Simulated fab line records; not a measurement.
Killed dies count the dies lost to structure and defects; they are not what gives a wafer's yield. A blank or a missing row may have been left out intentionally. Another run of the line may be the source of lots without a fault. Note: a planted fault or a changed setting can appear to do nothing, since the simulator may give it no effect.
fab line records    flow ritCmos
[record] lots = 14  wafers = 42  lastDay = 7
route steps=202 shown M1@200
lots with no fault: from the same line, run without faults
startH: start of the lot's first displayed wafer, in hours after the record's first day    waitH: hours elapsed since this lot's preceding step    " repeats the value in the row above    L1.1+2: several wafers, shown together as one row    - value missing, or start not given    * or withheld: withheld    < > ~ a bound
route shown NAME@n: NAME is a module with steps in the file, n the number in the route of the first one    usual: mean and standard deviation over wafers with no fault    same: alike in all rows    chamber/n: place in a boat    sites: readings site by site    _std_site: their standard deviation    _edge_site: outer sites' mean less inner sites'    radiusMm: how far each site lies from the wafer's centre    mask NAME#n: copy n    behind: the tool/chamber that last shaped the wafer    hold: the reason the lot was held/the length of the hold in hours/how it ended    device: the n, p or np transistor that did not switch    end of line: tests run on the same wafers once the route is complete    for a step that has no rows: nothing shown but its recipe    killed: the dies lost at the first sort to structure and to defects; this is not the yield of the wafer    map: per-die view of a wafer (x killed, . not killed, _ where there is no die)
set.NAME: the setting the step ran with; set.NAME@STEP: the setting that earlier step ran with    model.NAME: the simulator's own value behind a step, which no gauge read
route steps across a sampled set of lots; one table per step, one row per wafer
[[steps]]
[step RIT_M1_ANNEAL_15]
[recipe] tempC = 450  timeS = 1800  ambient = forming_gas_H2N2
[usual] spikeTcCentreC = 451.1/0.97  spikeTcLoadC = 471.2/0.92  spikeTcSourceC = 466.3/1  tubeCenterTempC = 450/0.042  tube_center_temp_C_max = 451.15/0.19  zonePowerCentrePct = 19.07/0.18  zonePowerLoadPct = 6.94/0.068  zonePowerSourcePct = 7.24/0.077
lot.wafer  tool        chamber  startH  waitH  spikeTcCentreC  spikeTcLoadC  spikeTcSourceC  tubeCenterTempC  tube_center_temp_C_max  zonePowerCentrePct  zonePowerLoadPct  zonePowerSourcePct
L819.1     furnace-02  0        59.66   0.1    451.0           471.2         466.7           450.06           451.13                  18.93               6.89              7.30
L819.2     "           0        "       "      451.4           471.3         467.3           450.01           451.27                  19.27               6.87              7.16
L819.4     "           0        "       "      449.5           471.0         465.1           450              451.30                  19.23               6.95              7.30
L821.1     furnace-02  0        67.84   0.1    452.4           470.8         467.1           450.05           450.88                  19.02               6.90              7.23
L821.4     "           0        "       "      454.0           470.9         468.0           450.05           451.46                  18.98               6.98              7.41
L821.6     "           0        "       "      451.4           471.9         465.2           450.03           450.95                  19.01               6.97              7.28
L823.3     furnace-02  0        78.84   0.1    451.6           470.7         467.2           449.93           450.80                  19.19               6.99              7.07
L823.5     "           0        "       "      452.3           470.5         465.9           450.01           451.00                  18.89               6.93              7.26
L823.6     "           0        "       "      451.0           471.8         464.9           449.99           450.90                  18.95               6.91              7.31
L824.2     furnace-02  0        87.47   0.1    450.2           470.8         467.1           450.02           450.97                  18.91               6.95              7.27
L824.3     "           0        "       "      452.4           471.2         465.0           449.97           451.12                  18.76               6.90              7.20
L824.6     "           0        "       "      450.7           469.7         466.4           449.98           450.95                  18.99               6.95              7.23
L825.1     furnace-02  0        90.17   0.1    449.2           470.3         467.6           449.99           451.03                  19.45               6.98              7.09
L825.3     "           0        "       "      450.9           472.8         466.0           449.96           451.25                  19.45               6.90              7.27
L825.6     "           0        "       "      452.3           471.2         467.3           450              451.20                  19.04               6.93              7.18
L826.1     furnace-02  0        97.71   0.1    451.8           469.8         465.4           449.99           450.96                  18.77               7.02              7.22
L826.4     "           0        "       "      451.2           470.9         466.3           450              450.88                  19.15               6.88              7.22
L826.6     "           0        "       "      451.5           471.0         467.0           450.02           451.16                  19.15               6.88              7.24
L827.2     furnace-02  0        102.15  0.1    450.6           472.2         466.9           450.08           451.04                  19.22               6.87              7.23
L827.3     "           0        "       "      451.4           470.8         467.7           450.07           451.08                  19.25               7.08              7.12
L827.6     "           0        "       "      450.6           471.1         467.8           450.06           451.25                  18.95               6.91              7.20
L828.1     furnace-02  0        105.46  0.1    450.4           469.4         465.3           449.97           451.00                  19.27               6.89              7.12
L828.4     "           0        "       "      452.1           471.1         466.9           450.01           451.10                  19.06               7.02              7.25
L828.5     "           0        "       "      451.3           472.0         468.4           450.02           451.14                  18.98               6.93              7.22
L829.1     furnace-02  0        112.12  0.1    451.1           471.0         466.7           450.07           451.00                  19.21               6.97              7.17
L829.2     "           0        "       "      451.2           471.0         467.9           449.97           450.89                  18.82               6.88              7.23
L829.3     "           0        "       "      450.9           471.4         467.1           450.08           451.22                  19.54               7.02              7.09
L831.2     furnace-02  0        119.41  0.1    451.6           471.2         466.2           449.92           451.16                  19.32               6.97              7.27
L831.5     "           0        "       "      450.0           471.1         467.0           450.03           450.97                  19.25               6.99              7.27
L831.6     "           0        "       "      451.3           472.7         466.6           450.03           451.12                  18.74               6.93              7.14
L830.3     furnace-02  0        121.22  0.1    451.5           471.3         466.2           450.01           450.91                  18.98               7.01              7.20
L830.4     "           0        "       "      450.8           470.9         467.0           449.99           451.21                  18.79               6.99              7.25
L830.5     "           0        "       "      452.7           471.1         465.9           449.99           450.91                  18.99               6.92              7.20
L832.2     furnace-02  0        126.64  0.1    451.2           470.6         466.6           449.93           450.82                  19.14               6.87              7.19
L832.3     "           0        "       "      451.0           470.1         465.8           449.99           450.99                  19.24               6.94              7.24
L832.5     "           0        "       "      449.3           471.7         465.9           449.99           451.39                  18.80               6.92              7.33
L837.1     furnace-02  0        151.12  0.2    391.1           410.5         403.7           389.98           391.32                  16.22               5.33              5.74
L837.5     "           0        "       "      389.9           410.7         405.7           389.99           391.47                  16.18               5.36              5.72
L837.6     "           0        "       "      392.3           409.6         404.5           389.97           391.66                  16.38               5.59              5.77
L838.1     furnace-02  0        155.83  0.1    389.8           408.9         404.4           390.07           391.37                  16.11               5.47              5.81
L838.2     "           0        "       "      390.5           411.2         405.3           390.03           391.15                  16.28               5.44              5.71
L838.3     "           0        "       "      391.3           410.6         405.4           389.96           391.08                  16.37               5.46              5.72
[step RIT_M1_PROBE_99]
[usual] defectLimitedYield = 97.3/1.3  killed_at_M0_to_M3 = 0.0/0.083  killedAtContacts = 0.0/0.18  killedAtFrontEnd = 7/3.4  killedDies = 7/3.4  killedOpen = 3.4/2  killedShort = 3.6/2.1  sort_bin_3_pad_short = 0.2/0.3  sort_bin_5_function = 1.5/0.83  sort_bin_6_memory = 1.0/0.7  sortNPass = 257/3.4  sortYieldPct = 97.3/1.3
[same] grossDies = 264  killed_at_M4_up = 0  killedAtBackSide = 0  killedAtOther = 0
lot.wafer  tool       chamber  startH  waitH  defectLimitedYield[%]  killed_at_M0_to_M3  killedAtContacts  killedAtFrontEnd  killedDies  killedOpen  killedShort  sort_bin_3_pad_short[%]  sort_bin_5_function[%]  sort_bin_6_memory[%]  sortNPass  sortYieldPct[%]
L819.1     prober-01  -        61.28   0.1    98.1                   0                   0                 5                 5           4           1            0                        1.5                     0.4                   259        98.1
L819.2     prober-01  -        61.33   0.1    95.8                   0                   0                 11                11          4           7            0.4                      2.3                     1.5                   253        95.8
L819.4     prober-01  -        61.43   0.2    98.1                   0                   0                 5                 5           5           0            0                        1.5                     0.4                   259        98.1
L821.1     prober-02  -        69.46   0.1    98.1                   1                   0                 4                 5           4           1            0                        1.1                     0.8                   259        98.1
L821.4     prober-02  -        69.61   0.2    98.1                   0                   0                 5                 5           1           4            0.4                      0.4                     1.1                   259        98.1
L821.6     prober-02  -        69.71   0.2    98.5                   0                   0                 4                 4           1           3            0                        1.1                     0.4                   260        98.5
L823.3     prober-02  -        80.56   0.2    96.6                   0                   0                 9                 9           4           5            0                        1.9                     1.5                   255        96.6
L823.5     prober-02  -        80.66   0.2    96.6                   0                   0                 9                 9           2           7            0                        2.7                     0.8                   255        96.6
L823.6     prober-02  -        80.71   0.2    98.1                   0                   0                 5                 5           2           3            0                        1.5                     0.4                   259        98.1
L824.2     prober-01  -        89.14   0.1    97.3                   0                   0                 7                 7           3           4            0                        2.3                     0.4                   257        97.3
L824.3     prober-01  -        89.19   0.2    97.7                   0                   0                 6                 6           2           4            0                        1.5                     0.8                   258        97.7
L824.6     prober-01  -        89.34   0.2    98.9                   0                   0                 3                 3           2           1            0                        0.8                     0.4                   261        98.9
L825.1     prober-02  -        91.79   0.1    98.1                   0                   0                 5                 5           2           3            0                        0.8                     1.1                   259        98.1
L825.3     prober-02  -        91.89   0.2    97.0                   0                   0                 8                 8           4           4            0                        2.3                     0.8                   256        97.0
L825.6     prober-02  -        92.04   0.2    99.2                   0                   0                 2                 2           2           0            0                        0.4                     0.4                   262        99.2
L826.1     prober-01  -        99.33   0.1    97.0                   0                   0                 8                 8           3           5            0.8                      1.5                     0.8                   256        97.0
L826.4     prober-01  -        99.48   0.2    95.1                   0                   1                 12                13          7           6            0.4                      2.7                     1.9                   251        95.1
L826.6     prober-01  -        99.58   0.2    98.1                   0                   0                 5                 5           1           4            0.4                      1.1                     0.4                   259        98.1
L827.2     prober-02  -        103.82  0.1    98.5                   0                   0                 4                 4           2           2            0                        0.4                     1.1                   260        98.5
L827.3     prober-02  -        103.87  0.2    98.9                   0                   0                 3                 3           2           1            0                        0.8                     0.4                   261        98.9
L827.6     prober-02  -        104.02  0.2    98.1                   0                   0                 5                 5           1           4            0                        1.1                     0.8                   259        98.1
L828.1     prober-01  -        107.08  0.1    96.2                   0                   0                 10                10          6           4            0.4                      2.7                     0.8                   254        96.2
L828.4     prober-01  -        107.23  0.2    96.6                   0                   0                 9                 9           5           4            0                        2.7                     0.8                   255        96.6
L828.5     prober-01  -        107.28  0.2    95.5                   0                   0                 12                12          6           6            0.4                      2.7                     1.5                   252        95.5
L829.1     prober-02  -        113.74  0.1    96.6                   0                   1                 8                 9           4           5            0                        1.5                     1.9                   255        96.6
L829.2     prober-02  -        113.79  0.1    97.0                   0                   0                 8                 8           4           4            0.4                      1.9                     0.8                   256        97.0
L829.3     prober-02  -        113.84  0.2    97.3                   0                   0                 7                 7           3           4            0.4                      1.5                     0.8                   257        97.3
L831.2     prober-02  -        121.08  0.1    95.8                   0                   0                 11                11          7           4            0                        2.7                     1.5                   253        95.8
L831.5     prober-02  -        121.23  0.2    97.3                   0                   0                 7                 7           2           5            0                        1.5                     1.1                   257        97.3
L831.6     prober-02  -        121.28  0.2    97.3                   0                   0                 7                 7           4           3            0                        2.7                     0                     257        97.3
L830.3     prober-01  -        122.94  0.2    95.1                   0                   0                 13                13          6           7            0.8                      3.0                     1.1                   251        95.1
L830.4     prober-01  -        122.99  0.2    97.3                   0                   0                 7                 7           3           4            0.4                      1.5                     0.8                   257        97.3
L830.5     prober-01  -        123.04  0.2    96.2                   0                   0                 10                10          7           3            0                        1.9                     1.9                   254        96.2
L832.2     prober-02  -        128.31  0.1    98.1                   0                   0                 5                 5           4           1            0                        1.9                     0                     259        98.1
L832.3     prober-02  -        128.36  0.2    95.8                   0                   0                 11                11          5           6            0                        1.5                     2.7                   253        95.8
L832.5     prober-02  -        128.46  0.2    94.7                   0                   0                 14                14          8           6            0                        3.8                     1.5                   250        94.7
L837.1     prober-02  -        152.74  0.1    99.2                   0                   0                 2                 2           1           1            0                        0.4                     0.4                   262        99.2
L837.5     prober-02  -        152.94  0.2    98.5                   0                   0                 4                 4           1           3            0                        0.4                     1.1                   260        98.5
L837.6     prober-02  -        152.99  0.2    98.5                   0                   0                 4                 4           1           3            0                        0.8                     0.8                   260        98.5
L838.1     prober-01  -        157.45  0.1    98.1                   0                   0                 5                 5           4           1            0                        0.8                     1.1                   259        98.1
L838.2     prober-01  -        157.50  0.1    94.7                   0                   0                 14                14          5           9            0                        3.0                     2.3                   250        94.7
L838.3     prober-01  -        157.55  0.2    98.1                   0                   0                 5                 5           4           1            0                        1.1                     0.8                   259        98.1
// killed by level:class
L819.1 SILICIDE:geometricParticle:open=2 FOX1:geometricParticle:open=1 GATE:geometricParticle:open=1 SILICIDE:geometricParticle:short=1
L819.2 SILICIDE:geometricParticle:short=3 FOX2:geometricParticle:open=2 FOX2:geometricParticle:short=2 FOX1:geometricParticle:open=1 GATE:geometricParticle:short=1 REOX:geometricParticle:open=1 REOX:geometricParticle:short=1
L819.4 REOX:geometricParticle:open=2 FOX1:geometricParticle:open=1 GATE:geometricParticle:open=1 SILICIDE:geometricParticle:open=1
L821.1 FOX1:geometricParticle:open=2 FOX1:geometricParticle:short=1 GATE:geometricParticle:open=1 M1:geometricParticle:open=1
L821.4 GATE:geometricParticle:short=2 GATE:geometricParticle:open=1 REOX:geometricParticle:short=1 SILICIDE:geometricParticle:short=1
L821.6 FOX1:geometricParticle:short=1 GATE:geometricParticle:short=1 GATE:geometricParticle:open=1 REOX:geometricParticle:short=1
L823.3 REOX:geometricParticle:short=3 GATE:geometricParticle:open=2 FOX2:geometricParticle:open=1 GATE:geometricParticle:short=1 REOX:geometricParticle:open=1 SILICIDE:geometricParticle:short=1
L823.5 GATE:geometricParticle:short=4 SILICIDE:geometricParticle:short=2 FOX2:geometricParticle:short=1 GATE:geometricParticle:open=1 SPACER:geometricParticle:open=1
L823.6 GATE:geometricParticle:open=2 REOX:geometricParticle:short=2 GATE:geometricParticle:short=1
L824.2 SILICIDE:geometricParticle:open=3 GATE:geometricParticle:short=2 FOX1:geometricParticle:short=1 SILICIDE:geometricParticle:short=1
L824.3 GATE:geometricParticle:short=2 GATE:geometricParticle:open=1 REOX:geometricParticle:short=1 SILICIDE:geometricParticle:short=1 SILICIDE:geometricParticle:open=1
L824.6 FOX1:geometricParticle:short=1 REOX:geometricParticle:open=1 SILICIDE:geometricParticle:open=1
L825.1 FOX2:geometricParticle:short=1 GATE:geometricParticle:open=1 GATE:geometricParticle:short=1 REOX:geometricParticle:short=1 SILICIDE:geometricParticle:open=1
L825.3 GATE:geometricParticle:short=3 GATE:geometricParticle:open=2 FOX1:geometricParticle:short=1 FOX1:geometricParticle:open=1 REOX:geometricParticle:open=1
L825.6 GATE:geometricParticle:open=2
L826.1 GATE:geometricParticle:open=2 SPACER:geometricParticle:short=2 FOX2:geometricParticle:short=1 GATE:geometricParticle:short=1 REOX:geometricParticle:open=1 SILICIDE:geometricParticle:short=1
L826.4 GATE:geometricParticle:short=4 GATE:geometricParticle:open=2 SPACER:geometricParticle:short=2 SILICIDE:geometricParticle:open=2 FOX2:geometricParticle:open=1 SPACER:geometricParticle:open=1 CONTACT:geometricParticle:open=1
L826.6 REOX:geometricParticle:short=2 FOX2:geometricParticle:short=1 REOX:geometricParticle:open=1 SILICIDE:geometricParticle:short=1
L827.2 FOX2:geometricParticle:short=1 GATE:geometricParticle:short=1 REOX:geometricParticle:open=1 SILICIDE:geometricParticle:open=1
L827.3 GATE:geometricParticle:open=1 REOX:geometricParticle:short=1 SILICIDE:geometricParticle:open=1
L827.6 GATE:geometricParticle:short=3 SPACER:geometricParticle:open=1 SPACER:geometricParticle:short=1
L828.1 REOX:geometricParticle:open=3 FOX1:geometricParticle:open=2 SILICIDE:geometricParticle:short=2 GATE:geometricParticle:open=1 REOX:geometricParticle:short=1 SPACER:geometricParticle:short=1
L828.4 GATE:geometricParticle:open=3 GATE:geometricParticle:short=2 FOX2:geometricParticle:short=1 REOX:geometricParticle:open=1 SILICIDE:geometricParticle:short=1 SILICIDE:geometricParticle:open=1
L828.5 GATE:geometricParticle:open=2 GATE:geometricParticle:short=2 REOX:geometricParticle:short=2 FOX1:geometricParticle:short=1 FOX2:geometricParticle:open=1 REOX:geometricParticle:open=1 SPACER:geometricParticle:open=1 SILICIDE:geometricParticle:open=1
L829.1 GATE:geometricParticle:open=4 GATE:geometricParticle:short=3 SILICIDE:geometricParticle:short=1 CONTACT:geometricParticle:short=1
L829.2 GATE:geometricParticle:open=2 SILICIDE:geometricParticle:short=2 FOX1:geometricParticle:open=1 GATE:geometricParticle:short=1 REOX:geometricParticle:short=1 REOX:geometricParticle:open=1
L829.3 GATE:geometricParticle:short=3 FOX1:geometricParticle:open=2 SPACER:geometricParticle:open=1 SILICIDE:geometricParticle:short=1
L831.2 SPACER:geometricParticle:open=3 FOX1:geometricParticle:open=1 FOX1:geometricParticle:short=1 FOX2:geometricParticle:open=1 GATE:geometricParticle:short=1 GATE:geometricParticle:open=1 REOX:geometricParticle:open=1 SPACER:geometricParticle:short=1
L831.5 GATE:geometricParticle:short=3 GATE:geometricParticle:open=1 SPACER:geometricParticle:short=1 SILICIDE:geometricParticle:short=1 SILICIDE:geometricParticle:open=1
L831.6 FOX1:geometricParticle:open=2 GATE:geometricParticle:short=2 GATE:geometricParticle:open=1 REOX:geometricParticle:open=1 REOX:geometricParticle:short=1
L830.3 FOX1:geometricParticle:open=2 FOX1:geometricParticle:short=2 REOX:geometricParticle:short=2 FOX2:geometricParticle:open=1 FOX2:geometricParticle:short=1 GATE:geometricParticle:short=1 GATE:geometricParticle:open=1 SPACER:geometricParticle:open=1
L830.4 REOX:geometricParticle:short=3 SILICIDE:geometricParticle:open=2 GATE:geometricParticle:open=1 GATE:geometricParticle:short=1
L830.5 GATE:geometricParticle:open=4 FOX1:geometricParticle:short=2 FOX1:geometricParticle:open=1 FOX2:geometricParticle:open=1 SILICIDE:geometricParticle:short=1 SILICIDE:geometricParticle:open=1
L832.2 GATE:geometricParticle:open=2 FOX2:geometricParticle:open=1 FOX2:geometricParticle:short=1 SPACER:geometricParticle:open=1
L832.3 FOX2:geometricParticle:open=3 FOX1:geometricParticle:short=2 FOX2:geometricParticle:short=2 GATE:geometricParticle:short=2 FOX1:geometricParticle:open=1 GATE:geometricParticle:open=1
L832.5 GATE:geometricParticle:short=4 GATE:geometricParticle:open=4 FOX1:geometricParticle:open=2 FOX1:geometricParticle:short=1 FOX2:geometricParticle:short=1 REOX:geometricParticle:open=1 SILICIDE:geometricParticle:open=1
L837.1 GATE:geometricParticle:open=1 GATE:geometricParticle:short=1
L837.5 GATE:geometricParticle:short=2 FOX1:geometricParticle:open=1 SPACER:geometricParticle:short=1
L837.6 GATE:geometricParticle:short=2 GATE:geometricParticle:open=1 SPACER:geometricParticle:short=1
L838.1 FOX1:geometricParticle:open=1 REOX:geometricParticle:open=1 SPACER:geometricParticle:short=1 SPACER:geometricParticle:open=1 SILICIDE:geometricParticle:open=1
L838.2 GATE:geometricParticle:short=4 SPACER:geometricParticle:short=4 GATE:geometricParticle:open=3 SPACER:geometricParticle:open=1 SILICIDE:geometricParticle:open=1 SILICIDE:geometricParticle:short=1
L838.3 SPACER:geometricParticle:open=2 FOX2:geometricParticle:open=1 GATE:geometricParticle:open=1 GATE:geometricParticle:short=1
[[key]]
[firstSign] step = RIT_M1_ANNEAL_15  reading = tubeCenterTempC  direction = down  sigmas = 99+  usual = *  struck = *
[effect] step = RIT_M1_ANNEAL_15  reading = tube_center_temp_C_max  direction = down  sigmas = 99+  usual = *  struck = *
metAt RIT_M1_ANNEAL_15
struckLots L837,L838
onsetBetween 126.64 151.12
[fault] kind = processParameterDrift  tool = furnace-02  chamber = -  onsetH = 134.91  steps = RIT_M1_ANNEAL_15  channel = tempC  offset = *  shape = step  stated = *
